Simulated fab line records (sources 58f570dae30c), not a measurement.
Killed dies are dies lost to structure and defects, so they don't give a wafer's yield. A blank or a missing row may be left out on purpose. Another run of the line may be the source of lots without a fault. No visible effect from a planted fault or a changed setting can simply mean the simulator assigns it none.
Problem report in the 8D (eight disciplines) form, filled by code | flow berkeleyCmos170 | the parts of the form that need people (team, actions taken, sign-off) are left out

1. WHAT IS WRONG
Wafers free of any fault read 2003 nm (standard deviation 23) for V1_TEOS_THK at UCB170_V1_THK_MEAS_01, against a mean of 2688 nm on 2 wafers of 2 lots. That is +30 standard deviations from the usual mean.
The first sign was on wafer L326.4 at day 8 17:39, on filmMetro-02. Wafers with a number at this step in the record: 42, from 14 lots. By rule, "out" or "out of limits" means more than 4 standard deviations away from the usual mean. The other wafers with a number count as sound.

2. WHAT IT IS; WHAT IT IS NOT
question                    | is                         | is not
which readings at this step | V1_TEOS_THK                | -
which lots                  | L325, L326                 | L320, L321, L327, L329, L332, L333, L334, L336, L338, L340, L341, L342
which wafers of those lots  | L325.6, L326.4             | L325.2, L325.5, L326.5, L326.6
read on which gauges        | filmMetro-02, filmMetro-03 | filmMetro-04
when                        | from day 8 17:39           | up to then (8 sound wafers); but 32 sound wafers of L325, L327, L329, L332, L333, L334, L336, L338, L340, L341, L342 came after

3. THE SUSPECTS, EACH WITH WHAT RULES IT OUT
Counting: a tool at a process step up to the reading stays a suspect if it ran every lot that is out. Sound lots after the first of them don't rule it out here, since some wafers of a struck lot are sound.
- ruled out: the gauge at UCB170_V1_THK_MEAS_01. 2 gauges (filmMetro-02, filmMetro-03) read the wafers that are out.
- pecvd-02 at UCB170_V1_CVD_00 (deposits SiO2 from TEOS/O2, target thk 2000 nm, time 250 s): kept. Every lot that is out went through it, the first being L326 (day 8 17:32); the last sound lot it ran before that was L320 (day 7 20:04).
- In pecvd-02 at UCB170_V1_CVD_00, the wafers that are out were processed in chamber 0 and their sound lot-mates in chambers 1, 2.
Left after counting: pecvd-02 at UCB170_V1_CVD_00.

4. THE CAUSE (what the simulator had put in)
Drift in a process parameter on pecvd-02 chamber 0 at UCB170_V1_CVD_00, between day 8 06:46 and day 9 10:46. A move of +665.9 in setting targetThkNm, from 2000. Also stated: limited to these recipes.
This tool alone remained once counting was done.

5. THE CHAIN OF EFFECTS, in route order
Rows list readings where the struck wafers' mean (over those with a number) sits beyond 3 standard deviations from the usual. Only readings whose record carries a usual standard deviation are examined. hours: median over the lots of the time between each lot's start at the first step of this table that gives one and its start at this step. sigmas: the change, counted in usual standard deviations.
hours | step                  | reading     | usual   | on struck wafers | change | sigmas
0     | UCB170_V1_THK_MEAS_01 | V1_TEOS_THK | 2003 nm | 2688             | +686   | +30
Later measuring or inspecting steps at which every struck wafer that the step has a row for has a number for every such reading, and none has moved that far: UCB170_V2_BOW_MEAS_03.

6. HOW IT WOULD HAVE BEEN CAUGHT EARLIER
Counted from the fault's start at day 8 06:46, it took 11 hours until the first out-of-limits reading at a measuring or inspecting step in this record, taken at day 8 17:39.
An alarm limit of 4 standard deviations would not have fired on the tool readings at UCB170_V1_CVD_00 for which the record gives a usual standard deviation, since none of them was out on any struck wafer.
Among the 2 lots that are out, L325 began UCB170_V1_CVD_00 on pecvd-02 after day 8 17:39. Holding the tool at that time would have saved it.
